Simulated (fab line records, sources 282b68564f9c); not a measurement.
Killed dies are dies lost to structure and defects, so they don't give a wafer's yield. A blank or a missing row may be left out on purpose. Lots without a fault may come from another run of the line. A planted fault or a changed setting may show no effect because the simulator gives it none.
fab line records | flow rit_cmos
record lots=7 wafers=21 last_day=8
route steps=202 shown ACTIVE@2 FOX1@20 FOX2@23 NWELL@28 PWELL@39 M1@202
lots that met no fault: from a run of the same line without faults
start_h: hours from the record's first day to the start of the lot's first wafer shown | wait_h: hours since the lot's step before | " the same as in the row above | L1.1+2: a row that stands for several wafers | - no value, or no start given | * or withheld: withheld | < > ~ a bound
route shown NAME@n: a module of which the file shows steps, and the number in the route of the first | usual: mean/standard deviation of fault-free wafers | same: alike in all rows | chamber/n: place in a boat | sites: the reading at each site | _std_site: their standard deviation | _edge_site: outer sites' mean less inner sites' | radius_mm: how far each site lies from the wafer's centre | mask NAME#n: copy n | behind: the tool/chamber that last shaped the wafer | hold: why the lot was held/for how many hours/how that ended | device: the transistor (n, p or np) that didn't switch | end of line: the same wafers' tests at the end of the route | a step without rows: its recipe alone | killed: dies lost to structure and defects at the first sort, not the wafer's yield | map: a wafer's dies, x killed, . not, _ none there
set.NAME: the setting as run; set.NAME@STEP: as run at that earlier step | model.NAME: the simulator's own value behind a step, which no gauge read
lots at some steps of the route; a table a step, a row a wafer
services: from which hour (start_h, from the record's first day; less than 0 if before it) a tool's chamber was out of use, for how many hours, and why
## steps
# step RIT_ACTIVE_OXIDATION_01
# recipe temp_c=1000 ambient=O2 target_thk_a=468 ox_time_s=3360
# step RIT_ACTIVE_THK_MEAS_02
# recipe reads=SiO2_of_ACTIVE_OXIDATION_01
# usual ACTIVE_OXIDE_THK=46.1/1
# columns lot.wafer tool chamber start_h wait_h ACTIVE_OXIDE_THK[nm]
L416.2 film_metro-02 - 19.09 0.0 45.7
L416.4 " - " " 45.7
L416.5 " - " " 46.0
L419.1 film_metro-02 - 33.20 0.0 47.3
L419.3 " - " " 48.0
L419.4 " - " " 47.0
L420.1 film_metro-02 - 38.01 0.0 48.4
L420.2 " - " " 47.2
L420.4 " - " " 47.2
L426.1 film_metro-01 - 67.74 0.0 47.3
L426.5 " - " " 47.0
L426.6 " - " " 46.8
L427.2 film_metro-02 - 74.87 0.0 46.6
L427.4 " - " " 48.2
L427.6 " - " " 47.1
L429.1 film_metro-02 - 84.25 0.0 43.9
L429.2 " - " " 44.5
L429.5 " - " " 44.4
L437.4 film_metro-04 - 126.92 0.0 46.2
L437.5 " - " " 46.4
L437.6 " - " " 46.0
# step RIT_ACTIVE_CVD_03
# recipe material=Si3N4 target_thk_nm=150 temp_c=810 precursor=SiH2Cl2/NH3 time_s=1537 pressure_mtorr=300 sih2cl2_flow_sccm=60 nh3_flow_sccm=150
# step RIT_ACTIVE_THK_MEAS_04
# recipe reads=Si3N4_of_ACTIVE_CVD_03
# usual ACTIVE_NITRIDE_THK=153.9/1.5
# columns lot.wafer tool chamber start_h wait_h ACTIVE_NITRIDE_THK[nm]
L416.2 film_metro-04 - 21.03 0.0 152.3
L416.4 " - " " 153.3
L416.5 " - " " 153.9
L419.1 film_metro-01 - 34.68 0.0 155.5
L419.3 " - " " 155.1
L419.4 " - " " 155.6
L420.1 film_metro-04 - 40.20 0.0 153.2
L420.2 " - " " 153.6
L420.4 " - " " 153.6
L426.1 film_metro-01 - 69.22 0.0 157.1
L426.5 " - " " 155.6
L426.6 " - " " 155.7
L427.2 film_metro-01 - 76.35 0.0 154.6
L427.4 " - " " 154.8
L427.6 " - " " 153.8
L429.1 film_metro-02 - 85.72 0.0 154.5
L429.2 " - " " 154.2
L429.5 " - " " 154.8
L437.4 film_metro-04 - 129.11 0.0 152.9
L437.5 " - " " 153.1
L437.6 " - " " 152.7
# step RIT_ACTIVE_HMDS_05
# recipe prime_time_s=60 prime_temp_c=140
# step RIT_ACTIVE_COAT_06
# recipe resist=NOVOLAK spin_rpm=3250 resist_thk_nm=991.5
# step RIT_ACTIVE_SOFTBAKE_07
# recipe resist=NOVOLAK temp_c=90 time_s=60
# step RIT_ACTIVE_EXPOSE_08
# recipe mask_id=M1 na=0.6 source_shape=conventional sigma_outer=0.6 target_cd_nm=1400 dose_mj=225
# step RIT_ACTIVE_PEB_09
# recipe resist=NOVOLAK temp_c=withheld time_s=withheld
# step RIT_ACTIVE_DEVELOP_10
# recipe resist=NOVOLAK develop_time_s=50 dev_temp_c=23
# step RIT_ACTIVE_CD_MEAS_11
# recipe target_cd_nm=1400
# usual cd_nm=1400.3/2.6
# columns lot.wafer tool chamber start_h wait_h cd_nm
L416.2 cd_sem-02 - 22.35 - 1400.2
L416.4 " - " " 1402.5
L416.5 " - " " 1401.4
L419.1 cd_sem-01 - 35.59 - 1402.8
L419.3 " - " " 1403.8
L419.4 " - " " 1400.3
L420.1 cd_sem-02 - 42.86 - 1397.9
L420.2 " - " " 1399.2
L420.4 " - " " 1398.4
L426.1 cd_sem-02 - 70.25 - 1402.1
L426.5 " - " " 1398.6
L426.6 " - " " 1400.2
L427.2 cd_sem-02 - 77.27 - 1402.7
L427.4 " - " " 1404.0
L427.6 " - " " 1403.5
L429.1 cd_sem-02 - 86.76 - 1404.1
L429.2 " - " " 1402.8
L429.5 " - " " 1401.7
L437.4 cd_sem-01 - 130.05 - 1400.9
L437.5 " - " " 1401.7
L437.6 " - " " 1400.8
# step RIT_ACTIVE_HARDBAKE_12
# recipe resist=NOVOLAK temp_c=140 time_s=60
# step RIT_ACTIVE_ETCH_13
# recipe stop_on=SiO2 chemistry=SF6 target=Si3N4 time_s=210 over_etch_frac=0.4 SF6_flow_sccm=200 pressure_mtorr=260 rf_w=125 target_depth_a=2100
# usual drypump_motor_current_A=5.7/0.43 oes_product_au=0.832/0.014 throttle_valve_pct=7.49/0.15
# columns lot.wafer tool chamber start_h wait_h drypump_motor_current_A oes_product_au rf_hours_counter_h throttle_valve_pct
L416.2 rie_diel-02 0 22.60 0.1 5.5 0.837 109 7.64
L416.4 " 2 " " 6.1 0.848 99 7.69
L416.5 " 3 " " 5.8 0.847 - 7.36
L419.1 rie_diel-02 1 35.86 0.1 6.5 0.840 20 7.36
L419.3 " 2 " " 6.1 0.861 100 7.69
L419.4 " 0 " " 5.6 0.847 109 7.65
L420.1 rie_diel-04 2 43.29 0.1 5.3 0.843 124 7.58
L420.2 " 1 " " 6.3 0.807 128 7.51
L420.4 " 3 " " 5.5 0.820 4 7.36
L426.1 rie_diel-04 1 70.52 0.1 6.3 0.814 129 7.49
L426.5 " 1 " " 6.2 0.818 - 7.51
L426.6 " 0 " " 5.7 0.828 - 7.31
L427.2 rie_diel-04 0 77.52 0.1 5.7 0.828 13 7.32
L427.4 " 2 " " 5.3 0.847 125 7.60
L427.6 " 0 " " 5.7 0.817 - 7.32
L429.1 rie_diel-04 3 87.03 0.1 5.5 0.820 5 7.37
L429.2 " 1 " " 6.2 0.810 129 7.51
L429.5 " 3 " " 5.5 0.821 - 7.35
L437.4 rie_diel-02 1 130.32 0.1 6.5 0.836 - 7.37
L437.5 " 0 " " 5.5 0.834 - 7.67
L437.6 " 3 " " 5.8 0.846 - 7.35
# step RIT_ACTIVE_STRIP_14
# recipe chemistry=O2 time_s=180 resist=NOVOLAK platen_temp_c=withheld power_w=500 pressure_mtorr=4000 o2_flow_sccm=4000
# usual drypump_motor_current_A=6.2/0.51 o2_flow_sccm=3999/13
# columns lot.wafer tool chamber start_h wait_h drypump_motor_current_A o2_flow_sccm rf_hours_counter_h
L416.2 plasma_asher-03 1 22.73 0.1 5.4 4003 36
L416.4 " 1 " " 5.5 3982 -
L416.5 " 0 " " 5.9 3993 -
L419.1 plasma_asher-01 1 35.99 0.1 5.8 4008 23
L419.3 " 0 " " 6.8 4023 -
L419.4 " 1 " " 5.8 4009 -
L420.1 plasma_asher-02 1 43.43 0.1 6.8 4026 39
L420.2 " 0 " " 6.5 3990 39
L420.4 " 0 " " 6.5 4024 -
L426.1 plasma_asher-02 0 70.66 0.1 6.5 4020 43
L426.5 " 1 " " 6.8 4025 -
L426.6 " 0 " " 6.5 4014 -
L427.2 plasma_asher-03 1 77.65 0.1 5.4 3979 42
L427.4 " 0 " " 5.9 3994 -
L427.6 " 1 " " 5.5 4014 -
L429.1 plasma_asher-02 0 87.16 0.1 6.5 3992 44
L429.2 " 1 " " 6.8 3997 44
L429.5 " 1 " " 6.8 3989 -
L437.4 plasma_asher-02 1 130.45 0.1 6.8 3982 -
L437.5 " 1 " " 6.8 3980 -
L437.6 " 0 " " 6.5 4003 -
# step RIT_ACTIVE_CD_MEAS_90
# recipe target_cd_nm=1400
# usual cd_nm=1400.4/2.6
# columns lot.wafer tool chamber start_h wait_h cd_nm
L416.2 cd_sem-01 - 22.93 0.1 1400.6
L416.4 " - " " 1402.7
L416.5 " - " " 1401.1
L419.1 cd_sem-01 - 36.16 0.1 1402.7
L419.3 " - " " 1403.5
L419.4 " - " " 1400.3
L420.1 cd_sem-02 - 43.60 0.1 1398.1
L420.2 " - " " 1399.2
L420.4 " - " " 1399.1
L426.1 cd_sem-02 - 70.83 0.1 1402.1
L426.5 " - " " 1399.4
L426.6 " - " " 1400.9
L427.2 cd_sem-02 - 77.85 0.1 1402.5
L427.4 " - " " 1404.3
L427.6 " - " " 1403.7
L429.1 cd_sem-02 - 87.34 0.1 1404.7
L429.2 " - " " 1402.8
L429.5 " - " " 1402.0
L437.4 cd_sem-01 - 130.62 0.1 1400.9
L437.5 " - " " 1401.4
L437.6 " - " " 1401.3
# step RIT_ACTIVE_CLEAN_15
# recipe chemistry=SC1 mix=3:3:50 time_s=600 temp_c=75
# step RIT_ACTIVE_CLEAN_16
# recipe chemistry=dHF dilution=50:1 time_s=30
# step RIT_ACTIVE_CLEAN_17
# recipe chemistry=SC2 mix=3:3:50 time_s=600 temp_c=75 dry=n2_spin
# step RIT_FOX1_OXIDATION_00
# recipe temp_c=1100 ambient=H2O target_thk_a=3507 p_h2o_torr=720 ox_time_s=1130
# step RIT_FOX1_THK_MEAS_01
# recipe reads=SiO2_of_FOX1_OXIDATION_00
# usual FOX1_OXIDE_THK=349/5.9
# columns lot.wafer tool chamber start_h wait_h FOX1_OXIDE_THK[nm]
L416.2 film_metro-03 - 28.09 0.0 351
L416.4 " - " " 354
L416.5 " - " " 355
L419.1 film_metro-02 - 39.32 0.0 357
L419.3 " - " " 363
L419.4 " - " " 355
L420.1 film_metro-02 - 45.44 0.0 346
L420.2 " - " " 354
L420.4 " - " " 351
L426.1 film_metro-02 - 76.18 0.0 347
L426.5 " - " " 347
L426.6 " - " " 352
L427.2 film_metro-02 - 82.44 0.0 350
L427.4 " - " " 349
L427.6 " - " " 350
L429.1 film_metro-03 - 92.32 0.0 350
L429.2 " - " " 353
L429.5 " - " " 356
L437.4 film_metro-03 - 134.69 0.0 350
L437.5 " - " " 350
L437.6 " - " " 350
# step RIT_FOX1_WET_ETCH_02
# recipe chemistry=BOE target_depth_nm=350 time_s=390 temp_c=21.5 dry=n2_spin dilution=10:1 target=SiO2
# step RIT_FOX2_OXIDATION_00
# recipe temp_c=1100 ambient=H2O target_thk_a=3507 p_h2o_torr=720 ox_time_s=1130
# step RIT_FOX2_THK_MEAS_01
# recipe reads=SiO2_of_FOX2_OXIDATION_00
# usual FOX2_OXIDE_THK=348/7.7
# columns lot.wafer tool chamber start_h wait_h FOX2_OXIDE_THK[nm]
L416.2 film_metro-03 - 30.48 0.0 354
L416.4 " - " " 352
L416.5 " - " " 348
L419.1 film_metro-01 - 41.31 0.0 345
L419.3 " - " " 341
L419.4 " - " " 339
L420.1 film_metro-02 - 48.98 0.0 356
L420.2 " - " " 353
L420.4 " - " " 353
L426.1 film_metro-03 - 82.06 0.0 340
L426.5 " - " " 340
L426.6 " - " " 335
L427.2 film_metro-03 - 85.57 0.0 339
L427.4 " - " " 344
L427.6 " - " " 338
L429.1 film_metro-02 - 98.59 0.0 350
L429.2 " - " " 348
L429.5 " - " " 352
L437.4 film_metro-03 - 136.18 0.0 341
L437.5 " - " " 335
L437.6 " - " " 344
# step RIT_FOX2_CLEAN_02
# recipe chemistry=dHF dilution=50:1 time_s=180
# step RIT_FOX2_WET_ETCH_03
# recipe chemistry=H3PO4 target=Si3N4 target_depth_nm=195 temp_c=165 time_s=2700
# step RIT_FOX2_THK_MEAS_90
# recipe reads=SiO2_of_FOX2_OXIDATION_00
# usual FIELD_OXIDE_LEFT_1_THK=321/7.7
# columns lot.wafer tool chamber start_h wait_h FIELD_OXIDE_LEFT_1_THK[nm]
L416.2 film_metro-01 - 31.36 0.0 326
L416.4 " - " " 324
L416.5 " - " " 320
L419.1 film_metro-03 - 42.26 0.0 318
L419.3 " - " " 314
L419.4 " - " " 311
L420.1 film_metro-03 - 50.01 0.0 329
L420.2 " - " " 326
L420.4 " - " " 327
L426.1 film_metro-03 - 82.94 0.0 312
L426.5 " - " " 312
L426.6 " - " " 307
L427.2 film_metro-03 - 86.52 0.0 312
L427.4 " - " " 318
L427.6 " - " " 311
L429.1 film_metro-02 - 99.54 0.0 323
L429.2 " - " " 322
L429.5 " - " " 325
L437.4 film_metro-03 - 137.06 0.0 314
L437.5 " - " " 307
L437.6 " - " " 317
# step RIT_NWELL_HMDS_00
# recipe prime_time_s=58.79 prime_temp_c=140
# step RIT_NWELL_COAT_01
# recipe resist=NOVOLAK spin_rpm=2000 resist_thk_nm=1300
# step RIT_NWELL_SOFTBAKE_02
# recipe resist=NOVOLAK temp_c=90 time_s=60
# step RIT_NWELL_EXPOSE_03
# recipe mask_id=M2 na=0.57 target_cd_nm=43900 dose_mj=250
# step RIT_NWELL_PEB_04
# recipe resist=NOVOLAK temp_c=withheld time_s=withheld
# step RIT_NWELL_DEVELOP_05
# recipe resist=NOVOLAK develop_time_s=68 dev_temp_c=23
# step RIT_NWELL_OVL_MEAS_06
# usual NWELL_OVL=0.9/1.4
# columns lot.wafer tool chamber start_h wait_h NWELL_OVL[nm]
L416.2 overlay-02 - 32.41 - 2.6
L416.4 " - " " 0.4
L416.5 " - " " 1.5
L419.1 overlay-02 - 43.51 - -0.2
L419.3 " - " " -1.2
L419.4 " - " " -2.8
L420.1 overlay-02 - 50.99 - 0.6
L420.2 " - " " 1.3
L420.4 " - " " 1.4
L426.1 overlay-01 - 83.88 - -1.4
L426.5 " - " " 1.7
L426.6 " - " " -1.7
L427.2 overlay-02 - 87.45 - -0.1
L427.4 " - " " 0.1
L427.6 " - " " -1.0
L429.1 overlay-02 - 100.48 - 2.3
L429.2 " - " " 3.8
L429.5 " - " " 2.9
L437.4 overlay-02 - 138.03 - 2.2
L437.5 " - " " 0.3
L437.6 " - " " -0.2
# step RIT_NWELL_HARDBAKE_07
# recipe resist=NOVOLAK temp_c=140 time_s=120
# step RIT_NWELL_IMPLANT_08
# recipe species=P energy_kev=167.8 dose_cm2=5e+13 tilt_deg=7
# step RIT_NWELL_STRIP_09
# recipe chemistry=O2 time_s=180 resist=NOVOLAK platen_temp_c=withheld power_w=500 pressure_mtorr=4000 o2_flow_sccm=4000
# usual drypump_motor_current_A=6.2/0.64 o2_flow_sccm=3999/12
# columns lot.wafer tool chamber start_h wait_h drypump_motor_current_A o2_flow_sccm rf_hours_counter_h
L416.2 plasma_asher-01 1 32.84 0.1 5.8 4015 23
L416.4 " 1 " " 5.8 4004 -
L416.5 " 1 " " 5.7 4014 -
L419.1 plasma_asher-01 0 43.95 0.1 6.8 3979 24
L419.3 " 0 " " 6.8 3998 -
L419.4 " 1 " " 5.7 3989 -
L420.1 plasma_asher-01 0 51.52 0.1 6.8 3996 25
L420.2 " 1 " " 5.8 3983 25
L420.4 " 1 " " 5.7 3994 -
L426.1 plasma_asher-02 0 84.31 0.1 6.5 4007 44
L426.5 " 1 " " 6.8 3995 -
L426.6 " 0 " " 6.5 3991 -
L427.2 plasma_asher-01 1 87.88 0.1 5.7 4012 29
L427.4 " 0 " " 6.7 3978 -
L427.6 " 0 " " 6.8 3989 -
L429.1 plasma_asher-02 1 100.91 0.1 6.8 4009 45
L429.2 " 0 " " 6.5 3997 45
L429.5 " 0 " " 6.5 4008 -
L437.4 plasma_asher-04 0 138.51 0.1 6.6 3990 -
L437.5 " 1 " " 5.0 4002 -
L437.6 " 0 " " 6.6 3963 -
# step RIT_NWELL_TW_MEAS_10
# usual NWELL_TW=2160/13
# columns lot.wafer tool chamber start_h wait_h NWELL_TW
L416.2 film_metro-04 - 33.02 0.1 2172
L416.4 " - " " 2181
L416.5 " - " " 2178
L419.1 film_metro-03 - 44.12 0.1 2163
L419.3 " - " " 2152
L419.4 " - " " 2154
L420.1 film_metro-04 - 51.69 0.1 2156
L420.2 " - " " 2152
L420.4 " - " " 2162
L426.1 film_metro-01 - 84.49 0.1 2162
L426.5 " - " " 2153
L426.6 " - " " 2159
L427.2 film_metro-04 - 88.07 0.1 2167
L427.4 " - " " 2174
L427.6 " - " " 2166
L429.1 film_metro-03 - 101.09 0.1 2163
L429.2 " - " " 2153
L429.5 " - " " 2152
L437.4 film_metro-03 - 138.66 0.1 2155
L437.5 " - " " 2148
L437.6 " - " " 2148
# step RIT_PWELL_HMDS_00
# recipe prime_time_s=60 prime_temp_c=140
# step RIT_PWELL_COAT_01
# recipe resist=NOVOLAK spin_rpm=2000 resist_thk_nm=1300
# step RIT_PWELL_SOFTBAKE_02
# recipe resist=NOVOLAK temp_c=90 time_s=60
# step RIT_PWELL_EXPOSE_03
# recipe mask_id=M3 na=0.57 target_cd_nm=43700 dose_mj=250
# step RIT_PWELL_PEB_04
# recipe resist=NOVOLAK temp_c=withheld time_s=withheld
# step RIT_M1_PROBE_99
# usual killed_at_contacts=0.1/0.28 killed_at_front_end=7.1/2.8 killed_dies=7.1/2.9 killed_open=3.4/2 killed_short=3.6/2.1
# same gross_dies=264 killed_at_M0_to_M3=0 killed_at_M4_up=0 killed_at_back_side=0 killed_at_other=0
# columns lot.wafer tool chamber start_h wait_h killed_at_contacts killed_at_front_end killed_dies killed_open killed_short
L426.1 prober-01 - 135.19 0.1 0 41 41 5 4
L426.5 prober-01 - 135.39 0.2 0 32 32 4 1
L426.6 prober-01 - 135.44 0.2 0 29 29 1 0
L427.2 prober-02 - 141.69 0.1 0 39 39 3 1
L427.4 prober-02 - 141.79 0.2 1 41 42 3 6
L427.6 prober-02 - 141.89 0.2 0 32 32 1 2
L429.1 prober-02 - 152.77 0.1 0 28 28 3 2
L429.2 prober-02 - 152.82 0.1 0 39 39 3 5
L429.5 prober-02 - 152.97 0.2 0 30 30 1 7
# killed by level:class
L426.1 ACTIVE:unspecified=32 GATE:geometric_particle:open=4 FOX1:geometric_particle:short=1 GATE:geometric_particle:short=1 REOX:geometric_particle:short=1 SPACER:geometric_particle:open=1 SPACER:geometric_particle:short=1
L426.5 ACTIVE:unspecified=27 GATE:geometric_particle:open=4 REOX:geometric_particle:short=1
L426.6 ACTIVE:unspecified=28 GATE:geometric_particle:open=1
L427.2 ACTIVE:unspecified=35 FOX1:geometric_particle:open=3 GATE:geometric_particle:short=1
L427.4 ACTIVE:unspecified=33 SPACER:geometric_particle:open=2 FOX1:geometric_particle:short=2 FOX1:geometric_particle:open=1 GATE:geometric_particle:short=1 REOX:geometric_particle:short=1 SPACER:geometric_particle:short=1 CONTACT:geometric_particle:short=1
L427.6 ACTIVE:unspecified=29 FOX1:geometric_particle:short=2 REOX:geometric_particle:open=1
L429.1 ACTIVE:unspecified=22 FOX2:geometric_particle:open=1 GATE:geometric_particle:short=1 GATE:geometric_particle:open=1 REOX:geometric_particle:open=1 REOX:geometric_particle:short=1 PRETRO:coat_microbubble_printed=1
L429.2 ACTIVE:unspecified=30 GATE:geometric_particle:open=3 GATE:geometric_particle:short=3 SPACER:geometric_particle:short=2 PRETRO:coat_microbubble_printed=1
L429.5 ACTIVE:unspecified=22 GATE:geometric_particle:short=5 FOX2:geometric_particle:short=1 GATE:geometric_particle:open=1 SPACER:geometric_particle:short=1
# map L426.1 (x killed, . not)
________......._______
_____.............____
____...............___
___.x.x.............__
__..................._
__..................._
_..........xxxx.....x.
_.........xxxxx.......
_.........xxxxxx.x....
_...x.....xxxxx.....x.
__....x..xxxxxxxx...._
__.........xx....x..._
___...........xx....__
____...............___
_____............x____
________......._______
# map L427.4 (x killed, . not)
________......._______
_____.............____
____...............___
___.....x.x...xx.x..__
__..........xxxxxxx.._
__........x..xxxxxxx._
_...........xxxxxxx...
_.............xxxxxx..
_.............xxxxx...
_............x........
__....x.............._
__.x................._
___.................__
____..........x....___
_____.............____
________......._______
## services
# columns tool chamber start_h hours kind
plasma_asher-02 - 2.66 2.1 repair
plasma_asher-04 - 26.60 9.4 pm
rie_diel-02 0 61.71 13.8 repair
plasma_asher-03 - 67.92 1.6 repair
rie_diel-04 - 91.95 0.8 repair
plasma_asher-03 - 108.75 9.0 pm
plasma_asher-03 0 108.75 9.0 vent_cycle
plasma_asher-03 1 108.75 9.0 vent_cycle
plasma_asher-03 0 117.75 - clean
plasma_asher-03 1 117.75 - clean
rie_diel-02 2 118.60 12.6 repair
rie_diel-02 - 122.05 0.5 repair
plasma_asher-04 - 125.04 1.7 repair
plasma_asher-02 - 126.86 2.8 pm
plasma_asher-01 - 132.82 4.3 pm
## key
first_sign step=RIT_M1_PROBE_99 reading=killed_at_front_end direction=up sigmas=9.7 usual=7.1 struck=34.6
effect step=RIT_M1_PROBE_99 reading=killed_dies direction=up sigmas=9.6 usual=7.1 struck=34.7
met_at RIT_ACTIVE_ETCH_13
struck_wafers L426.1,L426.5,L426.6,L427.2,L427.4,L427.6,L429.1,L429.2,L429.5
tester_left_out L426,L427,L429
onset_between 43.29 70.52
fault kind=chamber_particle_source tool=rie_diel-04 chamber=- onset_h=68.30 steps=RIT_ACTIVE_ETCH_13 rate_per_visit_cm2=0.76961 end_h=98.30
# tester_left_out: of these lots the tester's yield and bins aren't shown, on N5 and GAA mostly nor the transistor test; their killed dies are dies lost to structure and defects alone, not to doping, threshold or leakage, so they don't give the yield
